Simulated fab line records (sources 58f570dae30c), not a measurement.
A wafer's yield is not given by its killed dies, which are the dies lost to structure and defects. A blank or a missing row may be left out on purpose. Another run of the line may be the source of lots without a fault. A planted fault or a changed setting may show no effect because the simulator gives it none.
fab line records	flow berkeley_cmos170	part 1 of 2: steps 1 to 26 of 33
record lots=5	wafers=15	last_day=12
route steps=331 shown NSD@207 PLDD@208 NLDD@209 SILICIDE@210 CONTACT@216 M1@238
lots with no fault: from the same line, run without faults
start_h: hours from the record's opening day to when the first of the lot's shown wafers began	wait_h: hours from the lot's prior step to this one	" same as the row above	L1.1+2: a row that stands for several wafers	- no value, or no start given	* or withheld: withheld	< > ~ a bound
route shown NAME@n: NAME is a module with steps in the file, n the number in the route of the first one	usual: mean/standard deviation taken from wafers without a fault	same: alike in all rows	chamber/n: place in a boat	sites: each site's reading	_std_site: the standard deviation of these	_edge_site: the outer-site mean with the inner-site mean subtracted	radius_mm: how far each site lies from the wafer's centre	mask NAME#n: copy n	behind: tool/chamber where the wafer was last shaped	hold: why the lot went on hold/how many hours it stayed there/how the hold came to an end	device: the transistor (n, p or np) that didn't switch	end of line: tests run on the same wafers once the route is complete	for a step that has no rows: nothing shown but its recipe	killed: count of dies lost to structure and defects at first sort (not the wafer's yield)	map: a wafer's dies, x killed, . not, _ none there
set.NAME: the setting the step ran with; set.NAME@STEP: the setting that earlier step ran with	model.NAME: the simulator's own value behind a step, which no gauge read
lots seen at some steps along the route; tables by step, rows by wafer
services: a tool's chamber out of use, with start hour (start_h, from the record's first day; less than 0 if before it), hours out, and reason
## steps
# step UCB170_SDANNEAL_RS_MEAS_03
# recipe thk_meas_gauge=four-point-probe
# usual NSD_RS=37.29/0.089
lot.wafer	tool	chamber	start_h	wait_h	NSD_RS[ohm/sq]
L076.1	film_metro-02	-	169.13	0.1	37.32
L076.2	"	-	"	"	37.22
L076.3	"	-	"	"	37.34
L081.3	film_metro-04	-	195.25	0.1	37.42
L081.5	"	-	"	"	37.34
L081.6	"	-	"	"	37.31
L083.2	film_metro-03	-	195.80	0.1	37.13
L083.5	"	-	"	"	37.24
L083.6	"	-	"	"	37.21
L087.1	film_metro-04	-	227.56	0.1	37.39
L087.2	"	-	"	"	37.34
L087.4	"	-	"	"	37.33
L094.3	film_metro-03	-	254.15	0.1	37.31
L094.4	"	-	"	"	37.31
L094.5	"	-	"	"	37.31
# step UCB170_SDANNEAL_RS_MEAS_04
# recipe thk_meas_gauge=four-point-probe
# usual PLDD_RS=1031.9/2.8
lot.wafer	tool	chamber	start_h	wait_h	PLDD_RS[ohm/sq]
L076.1	film_metro-02	-	169.25	0.1	1033.4
L076.2	"	-	"	"	1034.6
L076.3	"	-	"	"	1034.3
L081.3	film_metro-04	-	195.37	0.1	1031.4
L081.5	"	-	"	"	1032.4
L081.6	"	-	"	"	1029.9
L083.2	film_metro-03	-	195.92	0.1	1030.6
L083.5	"	-	"	"	1026.0
L083.6	"	-	"	"	1028.4
L087.1	film_metro-04	-	227.68	0.1	1027.5
L087.2	"	-	"	"	1030.7
L087.4	"	-	"	"	1030.7
L094.3	film_metro-03	-	254.27	0.1	1032.0
L094.4	"	-	"	"	1030.4
L094.5	"	-	"	"	1030.3
# step UCB170_SDANNEAL_RS_MEAS_05
# recipe thk_meas_gauge=four-point-probe
# usual NLDD_RS=616.7/1.3
lot.wafer	tool	chamber	start_h	wait_h	NLDD_RS[ohm/sq]
L076.1	film_metro-02	-	169.37	0.1	617.0
L076.2	"	-	"	"	618.6
L076.3	"	-	"	"	616.1
L081.3	film_metro-04	-	195.49	0.1	617.6
L081.5	"	-	"	"	615.7
L081.6	"	-	"	"	616.3
L083.2	film_metro-03	-	196.04	0.1	615.5
L083.5	"	-	"	"	613.9
L083.6	"	-	"	"	615.3
L087.1	film_metro-04	-	227.80	0.1	617.4
L087.2	"	-	"	"	615.1
L087.4	"	-	"	"	618.3
L094.3	film_metro-03	-	254.39	0.1	618.0
L094.4	"	-	"	"	618.6
L094.5	"	-	"	"	618.9
# step UCB170_SILICIDE_PRE_CLEAN_00
# recipe gas=Ar	preclean_etch_time_s=60
lot.wafer	tool	chamber	start_h	wait_h
L076.1+2+3	pvd_sputter-01	-	169.49	0.1
L081.3+5+6	pvd_sputter-02	-	195.57	0.1
L083.2+5+6	pvd_sputter-04	-	196.14	0.1
L087.1+2+4	pvd_sputter-04	-	227.92	0.1
L094.3+4+5	pvd_sputter-02	-	254.47	0.1
# step UCB170_SILICIDE_SPUTTER_01
# recipe material=Ti	target_thk_nm=30	time_s=25	power_w=1500	chamber_pressure_pa=0.5
# usual cathode_dc_power_W=1500.0/0.28	throttle_valve_pct=30.3/0.88
# same time_s=25
lot.wafer	tool	chamber	start_h	wait_h	cathode_dc_power_W	throttle_valve_pct
L076.1	pvd_sputter-01	-	169.55	0.0	1499.5	31.1
L076.2	"	-	"	"	1500.1	30.3
L076.3	"	-	"	"	1500.3	30.3
L081.3	pvd_sputter-02	-	195.64	0.0	1500.4	30.8
L081.5	"	-	"	"	1500.1	29.4
L081.6	"	-	"	"	1500.6	28.5
L083.2	pvd_sputter-04	-	196.21	0.0	1499.7	31.1
L083.5	"	-	"	"	1499.9	31.1
L083.6	"	-	"	"	1499.2	31.0
L087.1	pvd_sputter-04	-	227.98	0.0	1500.0	31.1
L087.2	"	-	"	"	1499.9	30.7
L087.4	"	-	"	"	1500.0	30.8
L094.3	pvd_sputter-02	-	254.54	0.0	1499.9	31.0
L094.4	"	-	"	"	1500.3	31.3
L094.5	"	-	"	"	1500.5	30.8
# step UCB170_SILICIDE_RS_MEAS_02
# recipe thk_meas_gauge=four-point-probe	reads=Ti_of_SILICIDE_SPUTTER_01
# usual SILICIDE_TI_RS=26.0/0.31
lot.wafer	tool	chamber	start_h	wait_h	SILICIDE_TI_RS[ohm/sq]
L076.1	film_metro-04	-	169.58	0.0	25.9
L076.2	"	-	"	"	25.3
L076.3	"	-	"	"	25.7
L081.3	film_metro-01	-	195.71	0.1	25.7
L081.5	"	-	"	"	25.7
L081.6	"	-	"	"	25.6
L083.2	film_metro-01	-	196.26	0.0	25.4
L083.5	"	-	"	"	25.6
L083.6	"	-	"	"	25.5
L087.1	film_metro-02	-	228.02	0.0	26.0
L087.2	"	-	"	"	26.4
L087.4	"	-	"	"	26.5
L094.3	film_metro-04	-	254.61	0.1	25.8
L094.4	"	-	"	"	26.1
L094.5	"	-	"	"	25.9
# step UCB170_SILICIDE_THK_MEAS_03
# recipe thk_meas_gauge=xrf	reads=Ti_of_SILICIDE_SPUTTER_01
# usual SILICIDE_TI_THK=30.2/0.32
lot.wafer	tool	chamber	start_h	wait_h	SILICIDE_TI_THK[nm]
L076.1	film_metro-04	-	169.70	0.1	30.5
L076.2	"	-	"	"	30.9
L076.3	"	-	"	"	30.6
L081.3	film_metro-01	-	195.81	0.1	30.4
L081.5	"	-	"	"	30.4
L081.6	"	-	"	"	30.6
L083.2	film_metro-01	-	196.37	0.1	30.8
L083.5	"	-	"	"	30.6
L083.6	"	-	"	"	30.6
L087.1	film_metro-02	-	228.14	0.1	30.2
L087.2	"	-	"	"	29.6
L087.4	"	-	"	"	29.8
L094.3	film_metro-04	-	254.71	0.1	30.5
L094.4	"	-	"	"	30.2
L094.5	"	-	"	"	30.3
# step UCB170_SILICIDE_RTA_04
# recipe temp_c=650	time_s=15	ambient=N2
# usual lamp_power_pct=10.7/0.37	wafer_temp_C_max=652.5/0.61
# same time_s=15
lot.wafer	tool	chamber	start_h	wait_h	lamp_power_pct	wafer_temp_C_max
L076.1	rtp_anneal-01	0	169.76	0.1	10.3	652.0
L076.2	"	0	"	"	10.3	651.3
L076.3	"	0	"	"	10.3	651.8
L081.3	rtp_anneal-02	0	195.87	0.1	11.0	653.2
L081.5	"	0	"	"	11.0	654.0
L081.6	"	0	"	"	11.0	652.6
L083.2	rtp_anneal-02	0	196.43	0.1	11.0	651.6
L083.5	"	0	"	"	11.0	653.0
L083.6	"	0	"	"	11.0	653.3
L087.1	rtp_anneal-02	0	228.20	0.1	11.0	652.7
L087.2	"	0	"	"	11.0	652.0
L087.4	"	0	"	"	11.0	652.4
L094.3	rtp_anneal-01	0	254.77	0.1	10.3	652.3
L094.4	"	0	"	"	10.3	652.4
L094.5	"	0	"	"	10.3	651.9
# step UCB170_SILICIDE_WET_ETCH_05
# recipe chemistry=SPM	time_s=45	temp_c=120	target=Ti
# usual temp_c=120.01/0.15
# same time_s=45
lot.wafer	tool	chamber	start_h	wait_h	temp_c
L076.1	wet_bench-03	1	169.97	0.2	120.06
L076.2	"	1	"	"	120.10
L076.3	"	1	"	"	119.93
L081.3	wet_bench-04	2	197.68	1.8	120.00
L081.5	"	2	"	"	119.90
L081.6	"	2	"	"	119.88
L083.2	wet_bench-04	1	197.68	1.2	120.00
L083.5	"	1	"	"	120.09
L083.6	"	1	"	"	120.14
L087.1	wet_bench-03	3	228.27	0.1	120.23
L087.2	"	3	"	"	120.23
L087.4	"	3	"	"	120.11
L094.3	wet_bench-03	1	254.89	0.1	120.20
L094.4	"	1	"	"	120.28
L094.5	"	1	"	"	120.06
# step UCB170_CONTACT_CLEAN_00
# recipe chemistry=SPM	temp_c=120	time_s=600
# usual temp_c=120.03/0.15
# same time_s=600
lot.wafer	tool	chamber	start_h	wait_h	temp_c
L076.1	wet_bench-03	3	169.99	0.0	120.26
L076.2	"	3	"	"	120.15
L076.3	"	3	"	"	120.13
L081.3	wet_bench-01	0	198.89	1.2	120.00
L081.5	"	0	"	"	119.98
L081.6	"	0	"	"	120.05
L083.2	wet_bench-01	3	198.89	1.2	120.10
L083.5	"	3	"	"	120.21
L083.6	"	3	"	"	120.13
L087.1	wet_bench-03	0	228.29	0.0	120.06
L087.2	"	0	"	"	120.28
L087.4	"	0	"	"	120.16
L094.3	wet_bench-03	0	254.91	0.0	120.06
L094.4	"	0	"	"	119.65
L094.5	"	0	"	"	119.81
# step UCB170_CONTACT_CVD_01
# recipe material=PSG	target_thk_nm=700	temp_c=450	precursor=SiH4/O2/PH3	time_s=2820	pressure_mtorr=300	sih4_flow_sccm=60	o2_flow_sccm=90	ph3_flow_sccm=25
# usual sih4_flow_sccm=59.98/0.18	zone_power_source_pct=7.6/0.8
# same time_s=2820
lot.wafer	tool	chamber	start_h	wait_h	sih4_flow_sccm	zone_power_source_pct
L076.1	lpcvd-02	1	170.95	0.8	60.15	8.2
L076.2	"	1	"	"	59.99	8.3
L076.3	"	1	"	"	60.18	8.4
L081.3	lpcvd-02	0	199.06	0.0	60.02	7.1
L081.5	"	0	"	"	59.80	7.1
L081.6	"	0	"	"	60.07	6.9
L083.2	lpcvd-02	1	199.06	0.0	60.08	8.3
L083.5	"	1	"	"	59.71	8.3
L083.6	"	1	"	"	60.35	8.3
L087.1	lpcvd-01	0	228.48	0.0	60.15	7.9
L087.2	"	0	"	"	60.08	7.8
L087.4	"	0	"	"	60.05	7.9
L094.3	lpcvd-02	0	256.25	1.1	60.07	7.2
L094.4	"	0	"	"	60.11	7.1
L094.5	"	0	"	"	60.18	7.1
# step UCB170_CONTACT_THK_MEAS_02
# recipe reads=PSG_of_CONTACT_CVD_01
# usual CONTACT_PSG_THK=702/7.6
lot.wafer	tool	chamber	start_h	wait_h	CONTACT_PSG_THK[nm]
L076.1	film_metro-04	-	172.74	0.0	702
L076.2	"	-	"	"	699
L076.3	"	-	"	"	698
L083.2	film_metro-04	-	200.85	0.0	690
L083.5	"	-	"	"	693
L083.6	"	-	"	"	695
L081.3	film_metro-01	-	200.86	0.0	695
L081.5	"	-	"	"	692
L081.6	"	-	"	"	696
L087.1	film_metro-01	-	230.27	0.0	701
L087.2	"	-	"	"	703
L087.4	"	-	"	"	706
L094.3	film_metro-03	-	258.05	0.0	701
L094.4	"	-	"	"	703
L094.5	"	-	"	"	703
# step UCB170_CONTACT_HMDS_03
# recipe prime_time_s=60	prime_temp_c=100
# usual exhaust_pa=45.0/0.86
lot.wafer	tool	chamber	start_h	wait_h	exhaust_pa
L076.1	litho_track-01	0	172.80	0.1	45.7
L076.2	"	0	"	"	44.4
L076.3	"	0	"	"	45.4
L083.2	litho_track-04	0	200.93	0.1	44.5
L083.5	"	0	"	"	43.8
L083.6	"	0	"	"	44.8
L081.3	litho_track-02	0	200.95	0.1	46.1
L081.5	"	0	"	"	42.9
L081.6	"	0	"	"	44.2
L087.1	litho_track-04	0	230.33	0.1	43.7
L087.2	"	0	"	"	44.6
L087.4	"	0	"	"	45.2
L094.3	litho_track-01	0	258.25	0.2	44.1
L094.4	"	0	"	"	44.4
L094.5	"	0	"	"	44.3
# step UCB170_CONTACT_COAT_04
# recipe resist=KrF	spin_rpm=1500	resist_thk_nm=900
# usual exhaust_pa=45.0/0.83
lot.wafer	tool	chamber	start_h	wait_h	exhaust_pa
L076.1	litho_track-01	0	172.95	0.1	45.3
L076.2	"	0	"	"	44.9
L076.3	"	0	"	"	44.8
L083.2	litho_track-04	0	201.08	0.1	45.4
L083.5	"	0	"	"	44.9
L083.6	"	0	"	"	44.9
L081.3	litho_track-02	0	201.10	0.1	44.8
L081.5	"	0	"	"	45.6
L081.6	"	0	"	"	45.2
L087.1	litho_track-04	0	230.48	0.1	45.8
L087.2	"	0	"	"	44.5
L087.4	"	0	"	"	43.7
L094.3	litho_track-01	0	258.40	0.1	44.1
L094.4	"	0	"	"	45.0
L094.5	"	0	"	"	45.3
# step UCB170_CONTACT_SOFTBAKE_05
# recipe resist=KrF	temp_c=130	time_s=60
# usual exhaust_pa=45.0/0.86
# same time_s=60
lot.wafer	tool	chamber	start_h	wait_h	exhaust_pa
L076.1	litho_track-01	0	173.10	0.1	45.5
L076.2	"	0	"	"	44.9
L076.3	"	0	"	"	46.6
L083.2	litho_track-04	0	201.23	0.1	44.4
L083.5	"	0	"	"	44.8
L083.6	"	0	"	"	45.7
L081.3	litho_track-02	0	201.25	0.1	45.5
L081.5	"	0	"	"	45.7
L081.6	"	0	"	"	44.6
L087.1	litho_track-04	0	230.63	0.1	45.3
L087.2	"	0	"	"	45.8
L087.4	"	0	"	"	45.2
L094.3	litho_track-01	0	258.55	0.1	43.9
L094.4	"	0	"	"	44.6
L094.5	"	0	"	"	44.6
# step UCB170_CONTACT_STRIP_06
# recipe chemistry=O2	power_w=400	pressure_mtorr=3500	platen_temp_c=withheld	o2_flow_sccm=400	overash_fraction=0.5
# usual chamber_pressure_mTorr=3500/3.2	drypump_motor_current_A=6.0/0.39	oes_product_au=0.735/0.0048	strip_time_to_endpoint_s=21.97/0.065
lot.wafer	tool	chamber	start_h	wait_h	chamber_pressure_mTorr	drypump_motor_current_A	oes_product_au	rf_hours_counter_h	strip_time_to_endpoint_s
L076.1	plasma_asher-04	1	173.25	0.1	3507	5.5	0.731	46	21.92
L076.2	"	0	"	"	3501	6.4	0.733	46	21.94
L076.3	"	1	"	"	3498	5.5	0.738	-	21.96
L083.2	plasma_asher-04	0	201.35	0.1	3501	6.4	0.733	49	21.92
L083.5	"	0	"	"	3505	6.4	0.740	-	21.94
L083.6	"	1	"	"	3499	5.5	0.741	-	21.93
L081.3	plasma_asher-02	0	201.39	0.1	3499	6.4	0.737	-	22.02
L081.5	"	0	"	"	3499	6.4	0.737	-	21.93
L081.6	"	1	"	"	3500	6.1	0.738	-	21.95
L087.1	plasma_asher-04	1	230.78	0.1	3498	5.5	0.728	52	21.91
L087.2	"	0	"	"	3501	6.4	0.739	52	21.84
L087.4	"	0	"	"	3494	6.4	0.724	-	21.90
L094.3	plasma_asher-02	0	258.69	0.1	3497	6.4	0.734	-	22.04
L094.4	"	1	"	"	3502	6.1	0.738	-	22.00
L094.5	"	1	"	"	3502	6.2	0.726	-	22.10
# step UCB170_CONTACT_CLEAN_07
# recipe chemistry=SPM	temp_c=120	time_s=600
# usual temp_c=120.00/0.14
# same time_s=600
lot.wafer	tool	chamber	start_h	wait_h	temp_c
L076.1	wet_bench-03	1	173.35	0.1	120.08
L076.2	"	1	"	"	120.10
L076.3	"	1	"	"	119.95
L081.3	wet_bench-01	3	201.45	0.0	119.97
L081.5	"	3	"	"	119.96
L081.6	"	3	"	"	120.18
L083.2	wet_bench-01	0	201.45	0.1	119.87
L083.5	"	0	"	"	120.00
L083.6	"	0	"	"	119.88
L087.1	wet_bench-03	0	230.88	0.1	120.05
L087.2	"	0	"	"	120.16
L087.4	"	0	"	"	120.06
L094.3	wet_bench-01	1	258.75	0.0	119.81
L094.4	"	1	"	"	120.01
L094.5	"	1	"	"	120.06
# step UCB170_CONTACT_RTA_08
# recipe temp_c=900	time_s=10	ambient=N2
# usual lamp_power_pct=24.9/0.86	wafer_temp_C_max=903.4/0.7
# same time_s=10
lot.wafer	tool	chamber	start_h	wait_h	lamp_power_pct	wafer_temp_C_max
L076.1	rtp_anneal-01	0	173.54	0.0	24.0	902.3
L076.2	"	0	"	"	24.0	904.4
L076.3	"	0	"	"	23.9	903.6
L081.3	rtp_anneal-02	0	201.65	0.0	25.7	903.3
L081.5	"	0	"	"	25.7	903.0
L081.6	"	0	"	"	25.7	903.0
L083.2	rtp_anneal-02	0	201.71	0.1	25.7	904.4
L083.5	"	0	"	"	25.7	903.0
L083.6	"	0	"	"	25.7	903.0
L087.1	rtp_anneal-02	0	231.07	0.0	25.7	902.2
L087.2	"	0	"	"	25.7	903.5
L087.4	"	0	"	"	25.7	903.5
L094.3	rtp_anneal-02	0	258.97	0.0	25.7	902.9
L094.4	"	0	"	"	25.7	903.2
L094.5	"	0	"	"	25.7	902.6
# step UCB170_CONTACT_COAT_09
# recipe resist=BARC	temp_c=withheld	time_s=withheld	spin_rpm=3000	resist_thk_nm=withheld
# usual exhaust_pa=45.0/0.92
lot.wafer	tool	chamber	start_h	wait_h	exhaust_pa
L076.1	litho_track-02	0	173.60	0.1	46.1
L076.2	"	0	"	"	46.4
L076.3	"	0	"	"	46.1
L081.3	litho_track-02	0	201.75	0.1	45.5
L081.5	"	0	"	"	45.5
L081.6	"	0	"	"	47.3
L083.2	litho_track-04	0	201.85	0.1	45.4
L083.5	"	0	"	"	44.7
L083.6	"	0	"	"	45.7
L087.1	litho_track-01	0	231.14	0.1	44.7
L087.2	"	0	"	"	45.4
L087.4	"	0	"	"	46.1
L094.3	litho_track-01	0	259.43	0.5	45.7
L094.4	"	0	"	"	45.8
L094.5	"	0	"	"	46.1
# step UCB170_CONTACT_COAT_10
# recipe resist=KrF	spin_rpm=1500	resist_thk_nm=900
# usual exhaust_pa=45.0/0.79
lot.wafer	tool	chamber	start_h	wait_h	exhaust_pa
L076.1	litho_track-02	0	-	-	44.7
L076.2	"	0	"	"	44.6
L076.3	"	0	"	"	44.7
L081.3	litho_track-02	0	-	-	45.3
L081.5	"	0	"	"	46.2
L081.6	"	0	"	"	44.8
L083.2	litho_track-04	0	-	-	46.0
L083.5	"	0	"	"	44.6
L083.6	"	0	"	"	45.6
L087.1	litho_track-01	0	-	-	45.1
L087.2	"	0	"	"	45.5
L087.4	"	0	"	"	44.9
L094.3	litho_track-01	0	-	-	46.3
L094.4	"	0	"	"	45.9
L094.5	"	0	"	"	44.2
# step UCB170_CONTACT_SOFTBAKE_11
# recipe resist=KrF	temp_c=130	time_s=60
# usual exhaust_pa=45.1/0.85
# same time_s=60
lot.wafer	tool	chamber	start_h	wait_h	exhaust_pa
L076.1	litho_track-02	0	-	-	43.8
L076.2	"	0	"	"	44.4
L076.3	"	0	"	"	45.8
L081.3	litho_track-02	0	-	-	45.1
L081.5	"	0	"	"	45.5
L081.6	"	0	"	"	45.8
L083.2	litho_track-04	0	-	-	46.9
L083.5	"	0	"	"	45.5
L083.6	"	0	"	"	45.7
L087.1	litho_track-01	0	-	-	45.4
L087.2	"	0	"	"	45.3
L087.4	"	0	"	"	44.2
L094.3	litho_track-01	0	-	-	45.0
L094.4	"	0	"	"	45.1
L094.5	"	0	"	"	46.7
# step UCB170_CONTACT_EXPOSE_12
# recipe mask_id=CONT	target_cd_nm=700	na=0.5	sigma_outer=0.6	source_shape=conventional	dose_mj=35
# same na=0.5
lot.wafer	tool	chamber	start_h	wait_h	mask
L076.1+2+3	krf_scanner-01	0	174.18	-	CONT#0
L081.3+5+6	krf_scanner-01	0	202.19	-	CONT#0
L083.2+5+6	krf_scanner-02	0	202.52	-	CONT#0
L087.1+2+4	krf_scanner-02	0	231.71	-	CONT#0
L094.3+4+5	krf_scanner-01	0	259.90	-	CONT#0
# step UCB170_CONTACT_PEB_13
# recipe peb_temp_c=130	peb_time_s=withheld	resist=KrF
# usual exhaust_pa=44.9/0.86
lot.wafer	tool	chamber	start_h	wait_h	exhaust_pa
L076.1	litho_track-01	0	174.30	0.1	43.7
L076.2	"	0	"	"	46.5
L076.3	"	0	"	"	45.7
L081.3	litho_track-04	0	202.33	0.1	45.1
L081.5	"	0	"	"	43.5
L081.6	"	0	"	"	44.8
L083.2	litho_track-02	0	202.65	0.1	45.7
L083.5	"	0	"	"	45.1
L083.6	"	0	"	"	45.1
L087.1	litho_track-02	0	231.83	0.1	46.2
L087.2	"	0	"	"	45.5
L087.4	"	0	"	"	45.0
L094.3	litho_track-02	0	260.52	0.6	44.8
L094.4	"	0	"	"	44.9
L094.5	"	0	"	"	44.3
# step UCB170_CONTACT_DEVELOP_14
# recipe developer=TMAH	develop_time_s=45	resist=KrF	dev_temp_c=21
# usual exhaust_pa=44.9/0.85
lot.wafer	tool	chamber	start_h	wait_h	exhaust_pa
L076.1	litho_track-01	0	-	-	44.0
L076.2	"	0	"	"	43.6
L076.3	"	0	"	"	43.1
L081.3	litho_track-04	0	-	-	44.3
L081.5	"	0	"	"	46.4
L081.6	"	0	"	"	45.9
L083.2	litho_track-02	0	-	-	44.6
L083.5	"	0	"	"	46.2
L083.6	"	0	"	"	45.7
L087.1	litho_track-02	0	-	-	43.4
L087.2	"	0	"	"	45.0
L087.4	"	0	"	"	46.4
L094.3	litho_track-02	0	-	-	43.2
L094.4	"	0	"	"	44.5
L094.5	"	0	"	"	45.1
# step UCB170_CONTACT_CD_MEAS_15
# recipe target_cd_nm=700
# usual cd_nm=700.1/1.3
lot.wafer	tool	chamber	start_h	wait_h	cd_nm
L076.1	cd_sem-01	-	174.57	-	702.2
L076.2	"	-	"	"	701.4
L076.3	"	-	"	"	700.4
L081.3	cd_sem-01	-	202.59	-	698.2
L081.5	"	-	"	"	696.3
L081.6	"	-	"	"	699.0
L083.2	cd_sem-01	-	202.92	-	700.2
L083.5	"	-	"	"	700.6
L083.6	"	-	"	"	700.4
L087.1	cd_sem-01	-	232.10	-	698.8
L087.2	"	-	"	"	700.5
L087.4	"	-	"	"	701.1
L094.3	cd_sem-02	-	260.79	-	699.0
L094.4	"	-	"	"	697.9
L094.5	"	-	"	"	699.4
# step UCB170_CONTACT_OVL_MEAS_16
# usual CONTACT_OVL=2/5.2
lot.wafer	tool	chamber	start_h	wait_h	CONTACT_OVL[nm]
L076.1	overlay-02	-	174.69	0.1	2
L076.2	"	-	"	"	5
L076.3	"	-	"	"	0
L081.3	overlay-01	-	202.68	0.1	9
L081.5	"	-	"	"	8
L081.6	"	-	"	"	5
L083.2	overlay-02	-	203.02	0.1	-1
L083.5	"	-	"	"	5
L083.6	"	-	"	"	3
L087.1	overlay-02	-	232.22	0.1	3
L087.2	"	-	"	"	-2
L087.4	"	-	"	"	-4
L094.3	overlay-02	-	260.88	0.1	4
L094.4	"	-	"	"	-6
L094.5	"	-	"	"	4
